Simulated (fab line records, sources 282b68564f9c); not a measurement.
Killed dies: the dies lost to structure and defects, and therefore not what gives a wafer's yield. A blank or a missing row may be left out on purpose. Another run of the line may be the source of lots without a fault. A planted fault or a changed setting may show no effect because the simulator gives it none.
What tool caused it? | flow ritCmos | 13 lots, 39 wafers sampled, at 2 steps of a route of 202

WHAT THE GAUGES READ, wafer by wafer
RIT_PLDD_TW_MEAS_10.
lot  | measured    | on           | PLDD_TW
L893 | day 2 18:47 | filmMetro-02 | 2358 2365 2366
L894 | day 3 01:13 | filmMetro-02 | 2368 2350 2378
L896 | day 3 11:32 | filmMetro-04 | 2378 2380 2371
L897 | day 3 15:50 | filmMetro-01 | 2329 2334 2328
L898 | day 3 20:00 | filmMetro-04 | 2394 2375 2369
L899 | day 4 00:34 | filmMetro-04 | 30 30 30 30 30 30
L909 | day 6 03:26 | filmMetro-01 | 2348 2343 2339
L910 | day 6 07:47 | filmMetro-01 | 2325 2334 2329
L911 | day 6 13:34 | filmMetro-04 | 2380 2365 2363
L913 | day 6 23:59 | filmMetro-04 | 2366 2364 2375
L914 | day 7 04:10 | filmMetro-02 | 2355 2372 2348
L915 | day 7 09:11 | filmMetro-01 | 2357 2351 2331
L916 | day 7 13:42 | filmMetro-04 | 2366 2358 2361

WHAT TOOL EACH LOT RAN ON (gives the tool, then ch and the chambers of the sampled wafers, and finally the start)
lot  | RIT_NLDD_STRIP_09
L893 | plasmaAsher-02 ch 0,1, day 2 17:13
L894 | plasmaAsher-02 ch 0,1, day 2 23:38
L896 | plasmaAsher-04 ch 0,1, day 3 09:41
L897 | plasmaAsher-04 ch 0,1, day 3 14:15
L898 | plasmaAsher-01 ch 0,1, day 3 18:10
L899 | plasmaAsher-04 ch 0,1, day 3 22:51
L909 | plasmaAsher-04 ch 0,1, day 6 01:53
L910 | plasmaAsher-04 ch 0,1, day 6 06:04
L911 | plasmaAsher-01 ch 0,1, day 6 11:53
L913 | plasmaAsher-04 ch 1, day 6 22:16
L914 | plasmaAsher-04 ch 0,1, day 7 02:26
L915 | plasmaAsher-04 ch 0,1, day 7 07:35
L916 | plasmaAsher-04 ch 0,1, day 7 11:58
- RIT_NLDD_STRIP_09: strips in O2, time 180 s.

AS READ BY THE TOOLS THEMSELVES (means over the sampled wafers that have a number; for cases with no such wafer, the mark the record gives instead)
RIT_NLDD_STRIP_09.
lot  | tool           | drypumpMotorCurrentA (A) | runLengthS (s)
L893 | plasmaAsher-02 | 5.7                      | 208.6
L894 | plasmaAsher-02 | 5.7                      | 208.0
L896 | plasmaAsher-04 | 5.0                      | 207.9
L897 | plasmaAsher-04 | 5.4                      | 207.8
L898 | plasmaAsher-01 | 5.3                      | 207.9
L899 | plasmaAsher-04 | 5.4                      | 72.1
L909 | plasmaAsher-04 | 5.0                      | 208.0
L910 | plasmaAsher-04 | 5.4                      | 208.0
L911 | plasmaAsher-01 | 5.3                      | 208.0
L913 | plasmaAsher-04 | 4.7                      | 208.2
L914 | plasmaAsher-04 | 5.0                      | 208.0
L915 | plasmaAsher-04 | 5.4                      | 207.7
L916 | plasmaAsher-04 | 5.0                      | 208.0

THE ANSWER, worked out from the rows above alone
Rule: the usual values come from the lots themselves. The widest of any qualifying gaps counts: lots, ordered by their means at a reading, are off when they make up no more than a third of the lots, leave a main group of 4 or more, and stand apart from it by 3 or more times the standard deviation of that group's means. A main group is skipped when, at the precision printed for the reading in the tables above, its means are all equal. Also off: a lot with no number at a reading for which 4 or more lots have one. All remaining lots with rows at the step are treated as sound. First the gauges in route order, then the tools' own readings, where a lot's mean is used as printed above. At the first step where some lot is off, the reading lying furthest off is the one used; lots without a number count as furthest.
Off: L899, at RIT_PLDD_TW_MEAS_10 (PLDD_TW). The main group has a mean of 2358 with a standard deviation of 16.
If a tool, at a process step before that reading, ran all the lots that are off and no sound lot after the first of them, it fits. Not tried: the gauges at RIT_PLDD_TW_MEAS_10; whatever is off there is also off at RIT_NLDD_STRIP_09, on other tools, and gauge error can't account for it. Not one of the candidates tried fits.

WHAT THE SIMULATOR HAD PUT IN
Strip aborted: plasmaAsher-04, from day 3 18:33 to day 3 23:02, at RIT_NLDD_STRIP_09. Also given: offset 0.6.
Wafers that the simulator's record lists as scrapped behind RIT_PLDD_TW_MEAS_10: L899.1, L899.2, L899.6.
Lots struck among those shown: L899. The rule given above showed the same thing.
